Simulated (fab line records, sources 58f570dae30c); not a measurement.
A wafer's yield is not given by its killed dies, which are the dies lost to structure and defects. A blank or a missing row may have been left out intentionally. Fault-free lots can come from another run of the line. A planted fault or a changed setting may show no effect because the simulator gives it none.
A lot that was struck, set against a sound lot + flow berkeley-cmos170 + 23 out of 331 route steps
Sound: the wafers L679.1, L679.2, L679.6. Wafers struck: L668.1, L668.3, L668.6. The cause is given at the end.
Each step with rows lists, per side, the tool, then ch with its chambers, then its first start. Under that, the readings that differ: sound wafers + struck wafers + difference of the means + sigmas: that difference in standard deviations of wafers without a fault.
alike: readings whose means differ by less than 2 such deviations, and words and numbers that are the same on both sides. not compared: withheld readings, readings that some wafer has no value for, bounds like >300 that may hide the same value, and numbers for which the record gives no deviation and whose values overlap.
A row with sigmas, a row that says differs or no value, or rows on one side alone: a step with any of these is where the two part. Numbers that don't overlap but have no deviation are shown without sigmas and don't part them. Lack of a reading on every wafer of one side parts them only where that side has two or more wafers.

first, 6 steps without rows for these wafers: UCB170_ZERO_HMDS_00 (prime time 60 s); UCB170_ZERO_COAT_01 (resist thk 900 nm); UCB170_ZERO_SOFTBAKE_02 (time 58.87 s); UCB170_ZERO_EXPOSE_03 (exposes mask PM MARKS, target cd 4000 nm); UCB170_ZERO_PEB_04; UCB170_ZERO_DEVELOP_05 (develop time 45 s).
UCB170_ZERO_ETCH_06: etches SiO2 in CHF3/CF4/Ar, time 12 s.
  sound on rie-diel-02 ch 1,2,3, day 5 23:34; struck on rie-diel-02 ch 0,1, day 3 23:08
  alike: drypump-motor-current-A, oes-product-au, throttle-valve-pct
  not compared: rf-hours-counter-h
UCB170_ZERO_STRIP_07: strips in O2.
  sound on plasma-asher-03 ch 0,1, day 5 23:35; struck on plasma-asher-04 ch 0,1, day 3 23:10
  alike: drypump-motor-current-A, oes-product-au, strip-time-to-endpoint-s
  not compared: rf-hours-counter-h
then, 2 steps without rows for these wafers: UCB170_NWELL_WET_ETCH_00 (etches SiO2 in dHF, time 200 s); UCB170_NWELL_OXIDATION_01 (target thk 26.4 nm, ox time 1260 s).
UCB170_NWELL_THK_MEAS_02:
  sound on film-metro-01 at day 6 05:24; struck on film-metro-01 at day 4 04:38
  alike: NWELL_OXIDE_THK
then, 1 step without rows for these wafers: UCB170_NWELL_ANNEAL_03 (time 900 s).
UCB170_NWELL_CVD_04: deposits Si3N4 from SiH2Cl2/NH3, target thk 224 nm, time 3360 s.
  sound on lpcvd-02 ch 0, day 6 09:20; struck on lpcvd-02 ch 0, day 4 11:01
  alike: nh3-flow-sccm
UCB170_NWELL_THK_MEAS_05:
  sound on film-metro-01 at day 6 11:16; struck on film-metro-04 at day 4 12:58
| reading                | sound             | struck            | difference | sigmas      |
|------------------------|-------------------|-------------------|------------|-------------|
| NWELL_NITRIDE_THK (nm) | 224.8 223.4 223.7 | 447.5 447.7 448.6 | +224.0     | +99 or more |
then, 6 steps without rows for these wafers: UCB170_NWELL_HMDS_06 (prime time 60 s); UCB170_NWELL_COAT_07 (resist thk 900 nm); UCB170_NWELL_SOFTBAKE_08 (time 60 s); UCB170_NWELL_EXPOSE_09 (exposes mask NWELL, target cd 3000 nm); UCB170_NWELL_PEB_10; UCB170_NWELL_DEVELOP_11 (develop time 45 s).
UCB170_NWELL_OVL_MEAS_12:
  sound on overlay-02 at day 6 13:17; struck on overlay-01 at day 4 14:12
  alike: NWELL_OVL
UCB170_NWELL_ETCH_13: etches Si3N4 in CH3F/Ar/O2, stops on SiO2, target depth 246.4 nm, time 154 s.
  sound on rie-diel-01 ch 0,2, day 6 13:20; struck on rie-diel-04 ch 0,1,3, day 4 14:14
| reading                  | sound             | struck            | difference | sigmas |
|--------------------------|-------------------|-------------------|------------|--------|
| oes-product-au (a.u.)    | 0.955 0.928 0.950 | 0.994 1.033 0.975 | +0.056     | +4     |
| model.etch.depth-nm (nm) | 225 223.5 223.7   | 245.5 248.5 242.4 | +21.4      |        |
  alike: O2_flow_sccm, drypump-motor-current-A, throttle-valve-pct
  not compared: rf-hours-counter-h
then, 1 step without rows for these wafers: UCB170_NWELL_IMPLANT_14.

== WHERE THEY PART ==
At UCB170_NWELL_THK_MEAS_05 first; at UCB170_NWELL_ETCH_13 last (within this record only).

WHY: what had been put in by the simulator
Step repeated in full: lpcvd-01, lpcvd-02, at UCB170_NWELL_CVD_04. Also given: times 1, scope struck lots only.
